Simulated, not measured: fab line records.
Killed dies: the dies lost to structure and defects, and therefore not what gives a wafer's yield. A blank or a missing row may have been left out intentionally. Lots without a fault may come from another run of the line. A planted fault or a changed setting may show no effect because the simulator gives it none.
Code-filled problem report in 8D (eight disciplines) form | flow rit_cmos | the parts of the form that need people (team, actions taken, sign-off) are left out

== 1. WHAT WENT WRONG ==
On 3 wafers of 1 lot, killed_at_front_end at RIT_M1_PROBE_99 has a mean of 24.3; fault-free wafers read 7.0, standard deviation 2.8. That puts it +6.2 standard deviations away from the usual mean.
Seen first at day 5 08:55 on prober-02, wafer L734.1. The record holds 3 wafers of 1 lot with a number at this step. Rule for "out", or "out of limits": more than 4 standard deviations from the usual mean. Any other wafer with a number is counted as sound.

== 2. WHAT THIS IS AND IS NOT ==
question                    | is                                              | is not
which readings at this step | killed_at_front_end, killed_dies, killed_on_rim | killed_at_contacts, killed_open, killed_short
which lots                  | L734                                            | -
which wafers of those lots  | all that have a number                          | -
read on which tools         | prober-02                                       | -
when                        | from day 5 08:55                                | up to then (0 sound wafers)

== 3. WHAT RULES OUT EACH SUSPECT ==
Counting: any tool at a process step up to the reading is kept as a suspect provided that every lot that is out went through it and no sound lot did after the first of them.
- wet_bench-04 at RIT_SPACER_CLEAN_00 (cleans in SC1, time 600 s): kept. It ran the lot that is out, L734 (day 4 18:36), and no sound lot after that.
- plasma_asher-01 at RIT_CONTACT_STRIP_12 (strips in O2, time 180 s): kept. It ran the lot that is out, L734 (day 5 04:08), and no sound lot after that.
- pvd_sputter-02 at RIT_M1_SPUTTER_00 (material Al, target thk 400 nm, time 500 s): kept. It ran the lot that is out, L734 (day 5 04:47), and no sound lot after that.
- prober-02 at RIT_M1_PROBE_99: kept. It ran the lot that is out, L734 (day 5 08:55), and no sound lot after that. Its own killed_at_front_end, killed_dies, killed_on_rim readings are out on those wafers.
Left after counting: wet_bench-04 at RIT_SPACER_CLEAN_00, plasma_asher-01 at RIT_CONTACT_STRIP_12, pvd_sputter-02 at RIT_M1_SPUTTER_00, prober-02 at RIT_M1_PROBE_99.

== 4. THE CAUSE (what the simulator had put in) ==
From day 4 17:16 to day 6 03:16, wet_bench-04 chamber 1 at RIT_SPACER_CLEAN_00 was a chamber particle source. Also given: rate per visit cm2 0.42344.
4 suspects survive the count, and this tool is in that group.

== 5. SEQUENCE OF EFFECTS, ordered by route ==
Each row: a reading whose mean over the struck wafers that have a number lies more than 3 standard deviations from the usual. Readings are gone through only where the record gives a usual standard deviation; hours: the median, over the lots, of the time from a lot's start at the first step in this table giving one to that lot's start at this step; sigmas: the change measured in usual standard deviations.
hours | step            | reading             | usual | on struck wafers | change | sigmas
0     | RIT_M1_PROBE_99 | killed_at_front_end | 7.0   | 24.3             | +17.3  | +6.2
0     | RIT_M1_PROBE_99 | killed_dies         | 7.0   | 24.3             | +17.3  | +6.2
0     | RIT_M1_PROBE_99 | killed_on_rim       | 2.0   | 9.7              | +7.7   | +5.5
Process steps it contains:
- RIT_M1_PROBE_99

== 6. HOW IT WOULD HAVE BEEN CAUGHT EARLIER ==
The fault began at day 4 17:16; the first out-of-limits reading in this record came at day 5 08:55, 16 hours later.
Each of the lots that are out, 1 in all, had begun RIT_SPACER_CLEAN_00 on wet_bench-04 no later than day 5 08:55. None of them would have been spared by holding the tool at that moment.
